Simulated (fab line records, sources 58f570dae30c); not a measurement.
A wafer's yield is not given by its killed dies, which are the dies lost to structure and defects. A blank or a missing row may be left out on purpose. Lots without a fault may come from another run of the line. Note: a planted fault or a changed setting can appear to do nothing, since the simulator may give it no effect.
fab line records | flow berkeley-cmos170
record lots=5 wafers=15 last-day=11
route steps=331 shown NLDD@168 SPACER@171 PSD@175
lots untouched by any fault: they come from a run of this same line in which no faults occurred
start-h: hours from the record's opening day to when the first of the lot's shown wafers began | wait-h: hours since the lot's step before | " unchanged from the row above | L1.1+2: one row covering several wafers at once | - no value, or no start was given | * or withheld: withheld | < > ~ a bound
route shown NAME@n: NAME is a module with steps in the file, n the number in the route of the first one | usual: average and standard deviation across the fault-free wafers | same: alike in all rows | chamber/n: place in a boat | sites: readings site by site | _std_site: how widely they spread, as a standard deviation | _edge_site: mean of outer sites minus mean of inner sites | radius-mm: for every site, how far away it sits from the centre of the wafer | mask NAME#n: copy n | behind: the last tool/chamber to shape the wafer | hold: what put the lot on hold/how long, in hours/how the hold closed | device: names the non-switching transistor (n, p or np) | end of line: the tests these same wafers got at the end of their route | a step given without rows: its recipe and nothing more | killed: count of dies lost to structure and defects at first sort (not the wafer's yield) | map: a wafer's dies, marking killed ones x, the rest . and places with no die _
set.NAME: the setting the step ran with; set.NAME@STEP: the setting that earlier step ran with | model.NAME: the simulator's own value behind a step, which no gauge read
lots at selected steps of the route; one table per step, one row per wafer
services: a tool's chamber out of use, with start hour (start-h, from the record's first day; less than 0 if before it), hours out, and reason
## steps
# step UCB170_NLDD_STRIP_10
# recipe chemistry=O2 power-w=400 pressure-mtorr=3500 platen-temp-c=withheld o2-flow-sccm=400 overash-fraction=0.5
# usual drypump-motor-current-A=5.6/0.34 oes-product-au=0.735/0.0043 strip-time-to-endpoint-s=21.68/0.063
# columns lot.wafer tool chamber start-h wait-h drypump-motor-current-A oes-product-au rf-hours-counter-h strip-time-to-endpoint-s
L087.1 plasma-asher-04 1 187.47 0.1 5.5 0.733 37 21.71
L087.4 " 0 " " 5.0 0.729 - 21.66
L087.5 " 0 " " 5.1 0.731 - 21.66
L083.2 plasma-asher-01 1 188.70 0.1 5.7 0.734 53 21.64
L083.3 " 0 " " 5.4 0.734 - 21.62
L083.4 " 1 " " 5.6 0.732 - 21.65
L091.1 plasma-asher-03 0 214.45 0.1 6.1 0.727 11 21.68
L091.3 " 0 " " 6.1 0.731 - 21.70
L091.4 " 1 " " 6.0 0.735 - 21.69
L093.2 plasma-asher-04 1 225.98 0.1 5.5 0.736 42 21.71
L093.3 " 0 " " 5.1 0.736 - 21.68
L093.4 " 1 " " 5.5 0.737 - 21.71
L097.1 plasma-asher-04 0 242.77 0.1 5.0 0.733 44 21.69
L097.3 " 1 " " 5.5 0.734 - 21.71
L097.4 " 0 " " 5.0 0.736 - 21.71
# step UCB170_NLDD_TW_MEAS_11
# usual NLDD_TW=2217/20
# columns lot.wafer tool chamber start-h wait-h NLDD_TW
L087.1 film-metro-02 - 187.57 0.1 2206
L087.4 " - " " 2218
L087.5 " - " " 2196
L083.2 film-metro-02 - 188.81 0.1 2208
L083.3 " - " " 2213
L083.4 " - " " 2204
L091.1 film-metro-01 - 214.55 0.1 2229
L091.3 " - " " 2242
L091.4 " - " " 2245
L093.2 film-metro-02 - 226.09 0.1 2195
L093.3 " - " " 2198
L093.4 " - " " 2203
L097.1 film-metro-02 - 242.87 0.1 2188
L097.3 " - " " 2183
L097.4 " - " " 2197
# step UCB170_NLDD_CLEAN_12
# recipe chemistry=SPM temp-c=120 time-s=600
# columns lot.wafer tool chamber start-h wait-h
L087.1+4+5 wet-bench-02 1 187.63 0.1
L083.2+3+4 wet-bench-03 2 188.98 0.2
L091.1+3+4 wet-bench-02 2 214.66 0.1
L093.2+3+4 wet-bench-02 1 226.14 0.0
L097.1+3+4 wet-bench-04 3 242.93 0.1
# step UCB170_SPACER_CVD_00
# recipe material=SiO2 target-thk-nm=376 temp-c=390 precursor=TEOS/O2 time-s=47 rf-w=550 pressure-mtorr=9000
# usual heater-power-w=249/39
# columns lot.wafer tool chamber start-h wait-h heater-power-w
L087.1 pecvd-01 1 187.81 0.0 239
L087.4 " 1 " " 260
L087.5 " 0 " " 269
L083.2 pecvd-01 1 189.16 0.0 243
L083.3 " 0 " " 340
L083.4 " 2 " " 218
L091.1 pecvd-01 0 214.84 0.0 266
L091.3 " 1 " " 225
L091.4 " 1 " " 247
L093.2 pecvd-01 1 226.31 0.0 208
L093.3 " 0 " " 317
L093.4 " 2 " " 189
L097.1 pecvd-01 1 243.12 0.0 243
L097.3 " 2 " " 282
L097.4 " 2 " " 189
# step UCB170_SPACER_THK_MEAS_01
# recipe reads=SiO2_of_SPACER_CVD_00
# usual SPACER_TEOS_THK=375/5.3
# columns lot.wafer tool chamber start-h wait-h SPACER_TEOS_THK[nm]
L087.1 film-metro-01 - 187.85 0.0 372
L087.4 " - " " 379
L087.5 " - " " 377
L083.2 film-metro-01 - 189.24 0.1 371
L083.3 " - " " 368
L083.4 " - " " 378
L091.1 film-metro-01 - 214.88 0.0 375
L091.3 " - " " 375
L091.4 " - " " 375
L093.2 film-metro-01 - 226.39 0.1 375
L093.3 " - " " 371
L093.4 " - " " 383
L097.1 film-metro-03 - 243.16 0.0 368
L097.3 " - " " 371
L097.4 " - " " 371
# step UCB170_SPACER_ANNEAL_02
# recipe temp-c=900 time-s=1800 ambient=N2
# usual spike-tc-load-C=922.7/2.8
# columns lot.wafer tool chamber start-h wait-h spike-tc-load-C
L083.2 furnace-02 0 189.41 0.2 922.9
L083.3 " 0 " " 924.4
L083.4 " 0 " " 922.6
L087.1 furnace-02 0 189.41 1.6 924.9
L087.4 " 0 " " 924.8
L087.5 " 0 " " 923.9
L091.1 furnace-02 0 218.33 3.4 923.2
L091.3 " 0 " " 923.6
L091.4 " 0 " " 922.5
L093.2 furnace-01 0 228.66 2.3 919.6
L093.3 " 0 " " 919.1
L093.4 " 0 " " 921.5
L097.1 furnace-02 0 244.66 1.5 923.4
L097.3 " 0 " " 923.0
L097.4 " 0 " " 923.8
# step UCB170_SPACER_ETCHBACK_03
# recipe stop-on=Si target=SiO2 chemistry=CHF3/CF4/Ar CHF3_flow_sccm=50 cf4-flow-sccm=10 Ar_flow_sccm=120 pressure-mtorr=200 rf-w=500 target-depth-a=3760 time-s=100
# usual drypump-motor-current-A=5.7/0.38 oes-product-au=0.898/0.015 throttle-valve-pct=6.45/0.088
# columns lot.wafer tool chamber start-h wait-h drypump-motor-current-A oes-product-au rf-hours-counter-h throttle-valve-pct
L087.1 rie-diel-04 1 190.91 0.0 5.7 0.903 1 6.53
L087.4 " 2 " " 5.5 0.904 3 6.39
L087.5 " 0 " " 6.1 0.911 - 6.33
L083.2 rie-diel-04 0 190.98 0.1 6.1 0.903 122 6.36
L083.3 " 3 " " 6.2 0.879 80 6.42
L083.4 " 1 " " 5.7 0.910 1 6.53
L091.1 rie-diel-04 1 219.83 0.0 5.6 0.904 3 6.54
L091.3 " 3 " " 6.2 0.891 81 6.43
L091.4 " 2 " " 5.5 0.895 5 6.37
L093.2 rie-diel-04 1 230.16 0.0 5.6 0.910 3 6.52
L093.3 " 3 " " 6.1 0.887 82 6.43
L093.4 " 0 " " 6.2 0.926 124 6.36
L097.1 rie-diel-03 2 246.16 0.0 6.2 0.886 44 6.47
L097.3 " 1 " " 5.9 0.892 7 6.47
L097.4 " 0 " " 5.7 0.905 - 6.28
# step UCB170_PSD_HMDS_00
# recipe prime-time-s=60 prime-temp-c=100
# columns lot.wafer tool chamber start-h wait-h
L087.1+4+5 litho-track-01 0 190.98 0.0
L083.2+3+4 litho-track-01 0 191.46 0.4
L091.1+3+4 litho-track-04 0 220.31 0.5
L093.2+3+4 litho-track-01 0 230.67 0.5
L097.1+3+4 litho-track-04 0 246.28 0.1
# step UCB170_PSD_COAT_01
# recipe resist=KrF spin-rpm=1500 resist-thk-nm=900
# usual spin-speed-rpm=1499.8/1.2
# columns lot.wafer tool chamber start-h wait-h spin-speed-rpm
L087.1 litho-track-01 0 191.13 0.1 1498.9
L087.4 " 0 " " 1498.9
L087.5 " 0 " " 1499.6
L083.2 litho-track-01 0 191.61 0.1 1499.3
L083.3 " 0 " " 1500.5
L083.4 " 0 " " 1498.8
L091.1 litho-track-04 0 220.46 0.1 1501.2
L091.3 " 0 " " 1499.7
L091.4 " 0 " " 1500.3
L093.2 litho-track-01 0 230.82 0.1 1499.1
L093.3 " 0 " " 1500.0
L093.4 " 0 " " 1500.0
L097.1 litho-track-04 0 246.43 0.1 1499.8
L097.3 " 0 " " 1496.4
L097.4 " 0 " " 1498.5
# step UCB170_PSD_SOFTBAKE_02
# recipe resist=KrF temp-c=130 time-s=60
# usual plate-temp-C=130.01/0.12
# columns lot.wafer tool chamber start-h wait-h plate-temp-C
L087.1 litho-track-01 0 191.28 0.1 129.98
L087.4 " 0 " " 130.15
L087.5 " 0 " " 130.00
L083.2 litho-track-01 0 191.76 0.1 130.15
L083.3 " 0 " " 129.98
L083.4 " 0 " " 130.05
L091.1 litho-track-04 0 220.61 0.1 129.67
L091.3 " 0 " " 129.85
L091.4 " 0 " " 129.83
L093.2 litho-track-01 0 230.97 0.1 130.03
L093.3 " 0 " " 129.93
L093.4 " 0 " " 129.97
L097.1 litho-track-04 0 246.58 0.1 129.96
L097.3 " 0 " " 129.89
L097.4 " 0 " " 129.93
# step UCB170_PSD_EXPOSE_03
# recipe mask-id=PSELECT_MOD na=0.5 sigma-outer=0.6 source-shape=conventional target-cd-nm=1200 dose-mj=30
# usual exposure-dose-mJ-cm2=29.974/0.028
# columns lot.wafer tool chamber start-h wait-h mask exposure-dose-mJ-cm2
L087.1 krf-scanner-02 0 191.56 0.2 PSELECT_MOD#0 29.969
L087.4 " 0 " " PSELECT_MOD#0 29.981
L087.5 " 0 " " PSELECT_MOD#0 29.974
L083.2 krf-scanner-02 0 192.18 0.4 PSELECT_MOD#0 30.009
L083.3 " 0 " " PSELECT_MOD#0 30.000
L083.4 " 0 " " PSELECT_MOD#0 30.010
L091.1 krf-scanner-01 0 220.93 0.3 PSELECT_MOD#0 29.975
L091.3 " 0 " " PSELECT_MOD#0 29.935
L091.4 " 0 " " PSELECT_MOD#0 29.983
L093.2 krf-scanner-01 0 231.39 0.4 PSELECT_MOD#0 29.957
L093.3 " 0 " " PSELECT_MOD#0 29.942
L093.4 " 0 " " PSELECT_MOD#0 29.979
L097.1 krf-scanner-01 0 246.86 0.2 PSELECT_MOD#0 29.959
L097.3 " 0 " " PSELECT_MOD#0 29.989
L097.4 " 0 " " PSELECT_MOD#0 29.959
# step UCB170_PSD_PEB_04
# recipe peb-temp-c=130 peb-time-s=withheld resist=KrF
# usual plate-temp-C=130.00/0.13
# columns lot.wafer tool chamber start-h wait-h plate-temp-C
L087.1 litho-track-04 0 191.68 0.1 130.17
L087.4 " 0 " " 130.15
L087.5 " 0 " " 129.97
L083.2 litho-track-04 0 192.71 0.5 130.18
L083.3 " 0 " " 129.91
L083.4 " 0 " " 129.96
L091.1 litho-track-04 0 221.66 0.7 130.01
L091.3 " 0 " " 129.75
L091.4 " 0 " " 129.99
L093.2 litho-track-04 0 231.61 0.2 130.05
L093.3 " 0 " " 129.91
L093.4 " 0 " " 130.05
L097.1 litho-track-04 0 247.01 0.1 130.11
L097.3 " 0 " " 129.78
L097.4 " 0 " " 129.93
# step UCB170_PSD_DEVELOP_05
# recipe developer=TMAH develop-time-s=45 resist=KrF dev-temp-c=21
# columns lot.wafer tool chamber start-h wait-h
L087.1+4+5 litho-track-04 0 - -
L083.2+3+4 litho-track-04 0 - -
L091.1+3+4 litho-track-04 0 - -
L093.2+3+4 litho-track-04 0 - -
L097.1+3+4 litho-track-04 0 - -
# step UCB170_PSD_CD_MEAS_06
# recipe target-cd-nm=1200
# usual cd-nm=1199.7/1.6
# columns lot.wafer tool chamber start-h wait-h cd-nm
L087.1 cd-sem-02 - 191.95 - 1199.2
L087.4 " - " " 1199.3
L087.5 " - " " 1199.1
L083.2 cd-sem-01 - 192.98 - 1202.0
L083.3 " - " " 1203.0
L083.4 " - " " 1202.5
L091.1 cd-sem-01 - 221.94 - 1202.7
L091.3 " - " " 1201.9
L091.4 " - " " 1203.8
L093.2 cd-sem-02 - 231.88 - 1201.7
L093.3 " - " " 1200.4
L093.4 " - " " 1201.9
L097.1 cd-sem-02 - 247.28 - 1200.1
L097.3 " - " " 1198.9
L097.4 " - " " 1199.3
# step UCB170_PSD_OVL_MEAS_07
# usual PSD_OVL=-2/4.4
# columns lot.wafer tool chamber start-h wait-h PSD_OVL[nm]
L087.1 overlay-02 - 192.07 0.1 1
L087.4 " - " " -1
L087.5 " - " " 1
L083.2 overlay-01 - 193.09 0.1 6
L083.3 " - " " 6
L083.4 " - " " -4
L091.1 overlay-01 - 222.06 0.1 4
L091.3 " - " " 2
L091.4 " - " " -4
L093.2 overlay-01 - 231.98 0.1 -2
L093.3 " - " " 2
L093.4 " - " " 0
L097.1 overlay-01 - 247.40 0.1 -8
L097.3 " - " " -7
L097.4 " - " " -10
# step UCB170_PSD_IMPLANT_08
# recipe species=B dose-cm2=3e+15 energy-kev=20 tilt-deg=7
# usual dose-ions-cm2=2.999e+15/3.3e+12
# same implant-ion-amu=11
# columns lot.wafer tool chamber start-h wait-h dose-ions-cm2
L087.1 implanter-03 0 192.11 0.0 2.996e+15
L087.4 " 0 " " 3.001e+15
L087.5 " 0 " " 2.998e+15
L083.2 implanter-03 0 193.15 0.0 3e+15
L083.3 " 0 " " 3.003e+15
L083.4 " 0 " " 2.996e+15
L091.1 implanter-03 0 222.10 0.0 2.998e+15
L091.3 " 0 " " 3.002e+15
L091.4 " 0 " " 3.002e+15
L093.2 implanter-03 0 232.04 0.0 2.998e+15
L093.3 " 0 " " 2.995e+15
L093.4 " 0 " " 3.001e+15
L097.1 implanter-03 0 247.44 0.0 3.002e+15
L097.3 " 0 " " 3.003e+15
L097.4 " 0 " " 2.995e+15
## services
# columns tool chamber start-h hours kind
krf-scanner-01 - 167.23 1.0 pm
wet-bench-03 - 171.88 2.5 repair
furnace-02 - 176.47 2.6 pm
krf-scanner-01 0 178.42 - calibration
rie-diel-04 0 180.42 4.6 repair
krf-scanner-01 - 183.53 1.5 repair
plasma-asher-01 - 187.48 1.1 repair
rie-diel-04 3 206.57 12.4 repair
krf-scanner-02 0 213.59 - calibration
rie-diel-03 3 214.04 4.2 repair
krf-scanner-02 - 222.08 1.0 pm
krf-scanner-01 - 223.17 0.8 pm
rie-diel-04 3 223.41 2.8 repair
implanter-03 - 224.96 3.1 repair
krf-scanner-01 - 236.37 7.6 repair
krf-scanner-01 - 240.92 4.2 repair
rie-diel-03 3 243.86 3.6 repair
## key
fault none
